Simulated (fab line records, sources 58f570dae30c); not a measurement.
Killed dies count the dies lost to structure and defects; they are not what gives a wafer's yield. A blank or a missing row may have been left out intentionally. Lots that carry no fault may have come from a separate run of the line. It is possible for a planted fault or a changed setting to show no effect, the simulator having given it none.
What tool caused it? -- flow berkeley_cmos170 -- 15 lots (45 wafers sampled), 1 step of a 331-step route

## WHAT EACH GAUGE READ, for each wafer
The record lacks any reading of a measuring or inspecting step that a usual standard deviation could be used to judge.

## WHAT TOOL EACH LOT RAN ON (gives the tool, then ch and the chambers of the sampled wafers, and finally the start)
lot,UCB170_NSD_EXPOSE_03
L610,"krf_scanner-01 ch 0, day 7 18:29"
L613,"krf_scanner-02 ch 0, day 8 04:56"
L611,"krf_scanner-02 ch 0, day 8 05:11"
L612,"krf_scanner-02, day 8 05:17"
L614,"krf_scanner-01, day 8 05:42"
L618,"krf_scanner-02, day 9 04:42"
L616,"krf_scanner-01 ch 0, day 9 04:58"
L624,"krf_scanner-01 ch 0, day 10 14:52"
L623,"krf_scanner-01 ch 0, day 10 15:22"
L626,"krf_scanner-01 ch 0, day 11 03:53"
L625,"krf_scanner-02 ch 0, day 11 04:13"
L628,"krf_scanner-01 ch 0, day 12 07:59"
L630,"krf_scanner-02 ch 0, day 12 09:19"
L629,"krf_scanner-02 ch 0, day 12 09:49"
L633,"krf_scanner-01 ch 0, day 12 16:58"
- UCB170_NSD_EXPOSE_03: exposes mask NSELECT MOD, target cd 1200 nm.

## WHAT THE TOOLS THEMSELVES READ (means of the sampled wafers that have a number; where no wafer has one, the mark that the record gives instead)
UCB170_NSD_EXPOSE_03. Usual: exposure_dose_mJ_cm2 29.99, standard deviation 0.031; focus_offset_nm -0.1 nm, standard deviation 0.45.
lot,tool,exposure_dose_mJ_cm2,focus_offset_nm (nm),flag
L610,krf_scanner-01,30.01,-0.4,
L613,krf_scanner-02,29.98,0.3,
L611,krf_scanner-02,30.00,-0.1,
L612,krf_scanner-02,-,-,OFF
L614,krf_scanner-01,-,-,OFF
L618,krf_scanner-02,-,-,OFF
L616,krf_scanner-01,29.97,0.2,
L624,krf_scanner-01,29.98,-0.1,
L623,krf_scanner-01,30.02,-0.1,
L626,krf_scanner-01,30.00,0.1,
L625,krf_scanner-02,29.98,-0.3,
L628,krf_scanner-01,29.98,-0.1,
L630,krf_scanner-02,30.03,0.1,
L629,krf_scanner-02,29.97,-0.3,
L633,krf_scanner-01,29.95,-0.1,

## THE ANSWER, worked out from the rows above alone
Rule: take the mean of a lot's wafers that have a number; if it is more than 3 standard deviations from the usual mean, the lot is off. A lot without any number at a reading at which 4 lots or more have one is off too. All remaining lots with rows at the step are treated as sound. Order of review: gauges by route order, followed by the tools' own readings, for which a lot's mean as printed above is used. The first step at which some lot is off is used, and at that step the reading that is off furthest; a lot without a number counts as furthest.
Off: L612, L614, L618 (UCB170_NSD_EXPOSE_03, exposure_dose_mJ_cm2). Without a number there: L612, L614, L618.
A tool fits if, at that step or a process step before it, it ran every lot that is off, and no sound lot after the first of them. None of those tried fits.

## WHAT THE SIMULATOR PUT IN
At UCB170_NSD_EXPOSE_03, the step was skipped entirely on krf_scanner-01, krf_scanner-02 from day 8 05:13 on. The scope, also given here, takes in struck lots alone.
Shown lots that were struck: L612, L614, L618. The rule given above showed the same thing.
